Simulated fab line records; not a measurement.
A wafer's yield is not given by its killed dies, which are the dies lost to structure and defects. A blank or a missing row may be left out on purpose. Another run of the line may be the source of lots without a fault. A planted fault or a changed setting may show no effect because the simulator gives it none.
fab line records | flow rit_cmos
[record] lots = 15 | wafers = 45 | last_day = 7
route steps=202 shown CONTACT@179 M1@202
lots that met no fault: taken from a fault-free run of the same line
start_h: start of the lot's first displayed wafer, in hours after the record's first day | wait_h: time in hours since the lot's previous step | " unchanged from the row above | L1.1+2: one row covering several wafers at once | - no value, or no start was given | * or withheld: withheld | < > ~ a bound
route shown NAME@n: names a module that has steps shown in the file, with the first one's number in the route | usual: the fault-free wafers' mean and standard deviation | same: alike in all rows | chamber/n: place in a boat | sites: the reading at each site | _std_site: their standard deviation | _edge_site: the outer-site mean with the inner-site mean subtracted | radius_mm: how far each site lies from the wafer's centre | mask NAME#n: copy n | behind: the most recent tool/chamber to have shaped the wafer | hold: reason for holding the lot/hours on hold/outcome of the hold | device: the transistor (n, p or np) that didn't switch | end of line: at the end of the route, the tests of the same wafers | step lacking rows: just its recipe | killed: dies lost to structure and defects at the first sort, not the wafer's yield | map: the dies of a wafer, with x for killed, . for not killed, _ for no die there
set.NAME: the setting as run; set.NAME@STEP: as run at that earlier step | model.NAME: the simulator's own value behind a step, which no gauge read
one table for each step of the route and one row for each wafer, over a sample of lots
services: when a tool's chamber went out of use (start_h, in hours from the record's first day, below 0 if earlier), for how many hours, and the reason
[[steps]]
[step RIT_CONTACT_ETCH_11]
[recipe] target_depth_a = 4800 | over_etch_frac = 0.2 | stop_on = TiSi2 | chemistry = CHF3/CF4/Ar | target = SiO2 | CHF3_flow_sccm = 50 | cf4_flow_sccm = 10 | Ar_flow_sccm = 100 | O2_flow_sccm = 5 | pressure_mtorr = 100 | rf_w = 200 | time_s = 320
[usual] drypump_motor_current_A = 5.7/0.44 | oes_product_au = 0.993/0.015 | rf_fwd_power_W = 199.5/0.62 | throttle_valve_pct = 8.85/0.13
lot.wafer | tool        | chamber | start_h | wait_h | drypump_motor_current_A | oes_product_au | rf_fwd_power_W | rf_hours_counter_h | throttle_valve_pct
L291.3    | rie_diel-01 | 3       | 57.62   | 0.1    | 5.3                     | 0.974          | 198.4          | 150                | 8.77
L291.5    | "           | 0       | "       | "      | 5.6                     | 0.985          | 200.1          | -                  | 8.81
L291.6    | "           | 3       | "       | "      | 5.3                     | 0.978          | 198.9          | -                  | 8.79
L292.1    | rie_diel-02 | 0       | 59.37   | 0.1    | 5.4                     | 1.002          | 199.0          | 89                 | 8.85
L292.5    | "           | 0       | "       | "      | 5.4                     | 0.997          | 200.5          | -                  | 8.85
L292.6    | "           | 3       | "       | "      | 6.3                     | 0.991          | 199.8          | -                  | 8.73
L293.2    | rie_diel-01 | 2       | 67.96   | 0.1    | 5.6                     | 0.991          | 199.1          | 13                 | 8.95
L293.3    | "           | 1       | "       | "      | 4.8                     | 1.012          | 200.0          | 32                 | 8.54
L293.6    | "           | 2       | "       | "      | 5.6                     | 1.004          | 199.2          | -                  | 8.97
L295.2    | rie_diel-01 | 3       | 81.36   | 0.1    | 5.2                     | 0.968          | 200.0          | 150                | 8.77
L295.3    | "           | 1       | "       | "      | 4.8                     | 1.010          | 199.3          | 32                 | 8.54
L295.4    | "           | 3       | "       | "      | 5.3                     | 0.968          | 199.8          | -                  | 8.79
L296.2    | rie_diel-03 | 2       | 83.53   | 0.1    | 5.4                     | 0.997          | 199.5          | 125                | 8.84
L296.4    | "           | 3       | "       | "      | 6.0                     | 0.988          | 200.2          | 127                | 8.99
L296.5    | "           | 3       | "       | "      | 6.0                     | 0.988          | 200.9          | -                  | 9.00
L298.3    | rie_diel-03 | 3       | 88.18   | 0.1    | 6.0                     | 0.982          | 199.8          | 127                | 8.97
L298.4    | "           | 1       | "       | "      | 5.9                     | 0.989          | 199.0          | 3                  | 8.97
L298.6    | "           | 3       | "       | "      | 6.0                     | 0.983          | 200.4          | -                  | 8.98
L299.1    | rie_diel-01 | 1       | 92.76   | 0.1    | 4.8                     | 1.012          | 199.3          | 33                 | 8.55
L299.2    | "           | 0       | "       | "      | 5.7                     | 0.983          | 199.9          | 157                | 8.83
L299.5    | "           | 0       | "       | "      | 5.7                     | 0.991          | 199.9          | -                  | 8.80
L301.3    | rie_diel-01 | 1       | 106.20  | 0.1    | 4.8                     | 1.010          | 199.7          | 33                 | 8.56
L301.4    | "           | 3       | "       | "      | 5.3                     | 0.975          | 199.1          | 151                | 8.78
L301.5    | "           | 0       | "       | "      | 5.7                     | 0.986          | 198.9          | -                  | 8.81
L306.2    | rie_diel-02 | 3       | 128.07  | 0.1    | 6.3                     | 0.996          | 199.0          | 89                 | 8.73
L306.3    | "           | 2       | "       | "      | 6.3                     | 0.998          | 198.6          | 2                  | 9.01
L306.5    | "           | 0       | "       | "      | 5.4                     | 0.996          | 200.4          | -                  | 8.86
L307.2    | rie_diel-02 | 3       | 132.81  | 0.1    | 6.3                     | 0.993          | 199.9          | 89                 | 8.74
L307.5    | "           | 3       | "       | "      | 6.3                     | 0.995          | 198.9          | -                  | 8.73
L307.6    | "           | 0       | "       | "      | 5.4                     | 1.002          | 230.9          | -                  | 8.87
L308.2    | rie_diel-02 | 3       | 135.87  | 0.1    | 6.3                     | 0.998          | 199.3          | 90                 | 8.72
L308.3    | "           | 2       | "       | "      | 6.3                     | 0.993          | 199.0          | 2                  | 9.02
L308.4    | "           | 0       | "       | "      | 5.4                     | 1.000          | 230.8          | 91                 | 8.86
L309.1    | rie_diel-02 | 1       | 142.69  | 0.1    | 5.8                     | 1.011          | 199.0          | 95                 | 8.85
L309.4    | "           | 3       | "       | "      | 6.3                     | 0.993          | 199.6          | 90                 | 8.74
L309.5    | "           | 0       | "       | "      | 5.4                     | 0.993          | 231.1          | -                  | 8.85
L310.1    | rie_diel-01 | 1       | 147.38  | 0.1    | 4.8                     | 1.016          | 199.6          | 33                 | 8.57
L310.3    | "           | 3       | "       | "      | 5.3                     | 0.976          | 199.4          | 152                | 8.78
L310.6    | "           | 1       | "       | "      | 4.8                     | 1.018          | 200.0          | -                  | 8.53
L313.1    | rie_diel-01 | 0       | 163.71  | 0.1    | 5.7                     | 0.960          | 198.7          | 1                  | 8.81
L313.4    | "           | 1       | "       | "      | 4.8                     | 1.010          | 200.9          | -                  | 8.55
L313.6    | "           | 0       | "       | "      | 5.7                     | 0.955          | 198.8          | -                  | 8.81
L314.1    | rie_diel-03 | 2       | 167.48  | 0.1    | 5.4                     | 1.003          | 200.3          | 127                | 8.83
L314.2    | "           | 1       | "       | "      | 5.9                     | 0.993          | 199.1          | 5                  | 8.96
L314.6    | "           | 1       | "       | "      | 5.9                     | 0.999          | 198.9          | -                  | 8.97
[step RIT_M1_PROBE_99]
[usual] killed_at_M0_to_M3 = 0.0/0.2 | killed_at_contacts = 0.2/0.38 | killed_at_front_end = 6.7/3 | killed_dies = 6.9/3 | killed_open = 3.5/1.9 | killed_short = 3.3/2
[same] gross_dies = 264 | killed_at_M4_up = 0 | killed_at_back_side = 0 | killed_at_other = 0
lot.wafer | tool      | chamber | start_h | wait_h | killed_at_M0_to_M3 | killed_at_contacts | killed_at_front_end | killed_dies | killed_open | killed_short
L296.2    | prober-02 | -       | 89.03   | 0.1    | 0                  | 0                  | 9                   | 9           | 4           | 5
L296.4    | prober-02 | -       | 89.13   | 0.2    | 0                  | 0                  | 7                   | 7           | 3           | 4
L296.5    | prober-02 | -       | 89.18   | 0.2    | 0                  | 0                  | 4                   | 4           | 2           | 2
L308.2    | prober-02 | -       | 141.30  | 0.1    | 0                  | 0                  | 11                  | 11          | 6           | 5
L308.3    | prober-02 | -       | 141.35  | 0.2    | 0                  | 0                  | 9                   | 9           | 4           | 5
L308.4    | prober-02 | -       | 141.40  | 0.2    | 0                  | 0                  | 3                   | 3           | 3           | 0
L309.1    | prober-01 | -       | 149.40  | 0.1    | 0                  | 0                  | 10                  | 10          | 5           | 5
L309.4    | prober-01 | -       | 149.55  | 0.2    | 0                  | 0                  | 4                   | 4           | 3           | 1
L309.5    | prober-01 | -       | 149.60  | 0.2    | 0                  | 0                  | 9                   | 9           | 4           | 5
// killed by level:class
L296.2 GATE:geometric_particle:short=3 GATE:geometric_particle:open=2 FOX1:geometric_particle:open=1 FOX2:geometric_particle:short=1 REOX:geometric_particle:short=1 SPACER:geometric_particle:open=1
L296.4 FOX2:geometric_particle:short=2 SILICIDE:geometric_particle:open=2 GATE:geometric_particle:open=1 GATE:geometric_particle:short=1 REOX:geometric_particle:short=1
L296.5 FOX2:geometric_particle:short=2 REOX:geometric_particle:open=1 SPACER:geometric_particle:open=1
L308.2 SPACER:geometric_particle:short=2 SPACER:geometric_particle:open=2 SILICIDE:geometric_particle:open=2 FOX2:geometric_particle:open=1 FOX2:geometric_particle:short=1 GATE:geometric_particle:short=1 GATE:geometric_particle:open=1 SILICIDE:geometric_particle:short=1
L308.3 FOX2:geometric_particle:short=2 SILICIDE:geometric_particle:open=2 GATE:geometric_particle:short=1 REOX:geometric_particle:short=1 REOX:geometric_particle:open=1 SPACER:geometric_particle:short=1 SPACER:geometric_particle:open=1
L308.4 FOX1:geometric_particle:open=1 GATE:geometric_particle:open=1 SPACER:geometric_particle:open=1
L309.1 GATE:geometric_particle:short=2 GATE:geometric_particle:open=2 REOX:geometric_particle:short=2 SPACER:geometric_particle:open=2 REOX:geometric_particle:open=1 SILICIDE:geometric_particle:short=1
L309.4 FOX2:geometric_particle:open=1 GATE:geometric_particle:short=1 GATE:geometric_particle:open=1 SILICIDE:geometric_particle:open=1
L309.5 GATE:geometric_particle:short=4 GATE:geometric_particle:open=2 REOX:geometric_particle:open=2 FOX1:geometric_particle:short=1
[[services]]
tool        | chamber | start_h | hours | kind
rie_diel-01 | 2       | 79.53   | 13.4  | repair
rie_diel-01 | -       | 97.25   | 0.4   | repair
rie_diel-02 | 3       | 116.75  | 3.3   | repair
rie_diel-01 | 0       | 117.90  | -     | clean
rie_diel-01 | 0       | 117.90  | 27.2  | scheduled_down
rie_diel-01 | 0       | 117.90  | 27.2  | vent_cycle
rie_diel-02 | 0       | 121.16  | 4.7   | repair
rie_diel-01 | -       | 124.09  | 14.6  | pm
rie_diel-03 | 2       | 124.61  | 3.4   | repair
rie_diel-03 | -       | 131.40  | 2.8   | pm
rie_diel-03 | 2       | 134.94  | 1.3   | repair
rie_diel-02 | 2       | 143.40  | 11.7  | repair
rie_diel-02 | 0       | 145.44  | 6.7   | repair
rie_diel-01 | 3       | 147.81  | -     | clean
[[key]]
[first_sign] step = RIT_CONTACT_ETCH_11 | reading = rf_fwd_power_W | direction = up | sigmas = 50 | usual = 199.5 | struck = 230.9
effect none on later readings
met_at RIT_CONTACT_ETCH_11
struck_lots L307,L308,L309
struck_wafers L307.6,L308.4,L309.5
tester_left_out L307,L308,L309
onset_between 128.07 132.81
[fault] kind = process_parameter_drift | tool = rie_diel-02 | chamber = 0 | onset_h = 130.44 | steps = RIT_CONTACT_ETCH_11 | channel = rf_w | offset = 32 | shape = step | end_h = 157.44 | acts_in = these_recipes_only | stated = 200
// tester_left_out: of these lots the tester's yield and bins aren't shown, on N5 and GAA mostly nor the transistor test; their killed dies are dies lost to structure and defects alone, not to doping, threshold or leakage, so they don't give the yield
